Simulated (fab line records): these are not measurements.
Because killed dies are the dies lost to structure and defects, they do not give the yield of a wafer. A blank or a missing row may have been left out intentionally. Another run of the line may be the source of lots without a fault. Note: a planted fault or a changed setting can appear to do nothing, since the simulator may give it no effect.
A lot that was struck, set against a sound lot -- flow berkeleyCmos170 -- 15 out of 331 route steps
Sound: the wafers L108.1, L108.4, L108.6. Struck: wafer L993.6 (left out: L993.2, L993.5 of the same lot, which were not struck); the cause appears at the end.
Order at every step that has rows: each side's tool, ch and its chambers, its first start. Under that, the readings that differ: sound wafers -- struck wafers -- difference of the means -- sigmas: that difference in standard deviations of wafers without a fault.
alike: readings with means less than 2 such deviations apart, plus words and numbers identical on both sides. not compared: withheld readings, readings lacking a value on some wafer, bounds such as >300 that could conceal the same value, and numbers that have no deviation in the record and whose values overlap.
Wherever a step has rows on one side only, a row that says differs or no value, or a row with sigmas, the two part there. Numbers that have no deviation but don't overlap get no sigmas and don't part them. A reading missing from all wafers of one side parts the sides only when that side holds two or more wafers.

first, 5 steps without rows for these wafers: UCB170_M1_COAT_04 (resist thk 900 nm); UCB170_M1_SOFTBAKE_05 (time 60 s); UCB170_M1_EXPOSE_06 (exposes mask METAL1, target cd 700 nm); UCB170_M1_PEB_07; UCB170_M1_DEVELOP_08 (develop time 45 s).
UCB170_M1_CD_MEAS_09 targets a cd of 700 nm.
  sound on cdSem-01 at day 11 20:40; struck on cdSem-02 at day 8 06:04
reading,sound,struck,difference,sigmas
cdNm (nm),703.2 703.6 703.4,700.1,-3.3,-2
UCB170_M1_OVL_MEAS_10:
  sound on overlay-02 at day 11 20:47; struck on overlay-02 at day 8 06:10
  alike: M1_OVL
UCB170_M1_ETCH_11: etches BARC in N2/H2.
  sound on rieDiel-02 ch 0,1,3, day 11 20:49; struck on rieDiel-02 ch 2, day 8 06:12
reading,sound,struck,difference,sigmas
chamberPressureMTorr (mTorr),30.017 29.951 30.003,30.064,+0.074,+3
drypumpMotorCurrentA (A),6.7 5.6 6.0,5.1,-1.0,-2
throttleValvePct (%),13.11 13.15 13.47,13.66,+0.42,+2
  alike: oesProductAu
UCB170_M1_METAL_ETCH_12: etches Al in Cl2/BCl3, stops on PSG, target depth 780 nm, time 133.5 s.
  sound on rieMetal-04 ch 1, day 11 20:52; struck on rieMetal-02 ch 0, day 8 06:14
reading,sound,struck,difference,sigmas
oesProductAu (a.u.),0.862 0.873 0.870,0.830,-0.038,-2
throttleValvePct (%),24.39 24.39 24.39,24.02,-0.37,-3
  alike: chamberPressureMTorr, drypumpMotorCurrentA
  not compared: rfHoursCounterH
UCB170_M1_STRIP_13: strips in O2.
  sound on plasmaAsher-03 ch 1, day 11 21:00; struck on plasmaAsher-04 ch 0, day 8 06:23
reading,sound,struck,difference,sigmas
drypumpMotorCurrentA (A),6.3 6.3 6.3,5.2,-1.1,-3
  alike: chamberPressureMTorr, oesProductAu
  not compared: rfHoursCounterH
UCB170_M1_CD_MEAS_90 targets a cd of 700 nm.
  sound on cdSem-02 at day 11 21:06; struck on cdSem-01 at day 8 06:34
reading,sound,struck,difference,sigmas
cdNm (nm),703.6 702.8 705.6,698.0,-6.0,-3
then, 1 step without rows for these wafers: UCB170_M1_ANNEAL_14 (time 1200 s).
UCB170_V1_CVD_00: deposits SiO2 from TEOS/O2, target thk 2000 nm, time 250 s.
  sound on pecvd-03 ch 1,2, day 11 22:33; struck on pecvd-03 ch 0, day 8 08:27
reading,sound,struck,difference,sigmas
model.SiO2_of_V1_CVD_00.thkNm (nm),1983 2028 2020,1505,-505,
  alike: heaterPowerW
UCB170_V1_THK_MEAS_01:
  sound on filmMetro-01 at day 11 22:43; struck on filmMetro-01 at day 8 08:55
reading,sound,struck,difference,sigmas
V1_TEOS_THK (nm),1982 2027 2021,1506,-504,-21
  not compared: hold
UCB170_V1_CMP_02: polishes SiO2.
  sound on cmp-01 ch 0,1, day 11 22:46; struck on cmp-02 ch 3, day 8 15:52
reading,sound,struck,difference,sigmas
hold,- - -,awaitDispo/2.6h/release,no value on the sound wafers,
motorCurrentA (A),15.8 14.0 13.4,17.7,+3.3,+2
  alike: headPressurePsi

== WHERE THEY PART ==
Earliest at UCB170_M1_CD_MEAS_09; latest, in this record, at UCB170_V1_CMP_02.

WHY: what the simulator had put in
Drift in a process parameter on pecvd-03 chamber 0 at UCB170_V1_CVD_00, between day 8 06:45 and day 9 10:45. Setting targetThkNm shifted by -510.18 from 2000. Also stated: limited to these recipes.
